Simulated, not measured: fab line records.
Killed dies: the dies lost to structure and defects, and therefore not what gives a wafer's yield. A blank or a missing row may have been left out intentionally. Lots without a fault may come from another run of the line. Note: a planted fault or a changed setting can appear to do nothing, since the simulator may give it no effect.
Split-lot experiment	flow berkeley-cmos170	on a route of 331 steps: 5 lots, 23 wafers read

== ON THE SPLIT ==
At UCB170_BACKSIDE_COAT_01 (resist thk 900 nm), the setting spin-rpm was moved away from the recipe's 1500 rpm on 7 of the 23 wafers read, by -3.2% to +3.6%. This setting was run at the recipe's value on the other wafers.

Reading taken at the split's own step.

== THE READING ==
KrF_of_BACKSIDE_COAT_01.thk-nm (the simulator's own value, which no gauge read), in nm, at UCB170_BACKSIDE_COAT_01 (resist thk 900 nm). The file gives no usual value for it. Here, 16 wafers ran the recipe; their average is 901.0 nm with a standard deviation of 1.8 nm.

wafer	tool, chamber at the split	spin-rpm as run, rpm	against the recipe	KrF_of_BACKSIDE_COAT_01.thk-nm, nm	against lot-mates on the recipe
L074.1	litho-track-01, 0	1452	-3.2%	919.7	+15.5
L074.2	litho-track-01, 0	1500	recipe	903.1	-
L074.3	litho-track-01, 0	1452	-3.2%	917.5	+13.2
L074.4	litho-track-01, 0	1500	recipe	905.4	-
L074.6	litho-track-01, 0	1452	-3.2%	920.3	+16.0
L075.1	litho-track-01, 0	1500	recipe	901.1	-
L075.2	litho-track-01, 0	1500	recipe	900.3	-
L075.3	litho-track-01, 0	1500	recipe	901	-
L075.4	litho-track-01, 0	1500	recipe	900.7	-
L075.5	litho-track-01, 0	1500	recipe	897.6	-
L077.1	litho-track-03, 0	1500	recipe	901.6	-
L077.2	litho-track-03, 0	1554	+3.6%	888.5	-13.4
L077.4	litho-track-03, 0	1500	recipe	903.4	-
L077.5	litho-track-03, 0	1554	+3.6%	886	-15.9
L077.6	litho-track-03, 0	1500	recipe	900.8	-
L082.1	litho-track-03, 0	1536	+2.4%	892.4	-8.0
L082.2	litho-track-03, 0	1500	recipe	899.7	-
L082.4	litho-track-03, 0	1500	recipe	901.5	-
L082.5	litho-track-03, 0	1500	recipe	899.9	-
L082.6	litho-track-03, 0	1536	+2.4%	890	-10.4
L083.1	litho-track-02, 0	1500	recipe	898.8	-
L083.2	litho-track-02, 0	1500	recipe	901.5	-
L083.5	litho-track-02, 0	1500	recipe	900.4	-

FIT RESULTS
A straight line over all 23 wafers: KrF_of_BACKSIDE_COAT_01.thk-nm changes by -4.73 nm for each +1% of spin-rpm; r = -0.97; the points scatter about the line by 2.2 nm.
The same after taking each lot's own level away (the mean of its wafers on the recipe; 23 wafers): -4.31 nm for each +1%; r = -0.99; scatter 1.3 nm.
That fit puts the effect of the largest move of spin-rpm on the reading at 16 nm.
The lots' own levels span 900.14 to 904.25 nm, that is 2.3 times the standard deviation above.
Consequently the slope shifts little with the lot-to-lot level, the two slopes agreeing.
Check: for one of the wafers moved furthest among these (+3.6%), held out of the fit, the line's prediction against its lot-mates is -15.7 nm. It came out at -13.4 nm against them.

== ADDITIONAL SPLITS CARRIED BY THESE WAFERS ==
Note: prior to the reading, these wafers also went through further splits. Each is held against what the fit with the lots' levels taken away leaves over:
other split on the same wafers	wafers away from the commonest value	r with KrF_of_BACKSIDE_COAT_01.thk-nm (lot level and that fit taken away)
UCB170_PVT_IMPLANT_07 dose-cm2	9	-0.13
UCB170_GATE_CVD_04 time-s	18	-0.13
UCB170_GATE_ETCH_14 bias-w	7	+0.00
UCB170_PLDD_COAT_01 resist-thk-nm	11	+0.18
UCB170_NLDD_EXPOSE_03 dose-mj	8	-0.33

== THE WHOLE CHAIN: every reading that the file lists as answering this split, in the file's order ==
step	what it does	reading	change (the file's fit)	r (the file's)
UCB170_BACKSIDE_COAT_01	resist thk 900 nm	KrF_of_BACKSIDE_COAT_01.thk-nm (the simulator's own value, which no gauge read)	-4.24 nm for each +1% of the setting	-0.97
UCB170_BACKSIDE_STRIP_03	strips in O2	strip-time-to-endpoint-s	withheld for each +1% of the setting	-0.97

== THE FILE'S OWN FIT ==
KrF_of_BACKSIDE_COAT_01.thk-nm changes by -4.24 nm for each +1% of spin-rpm, r = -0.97.
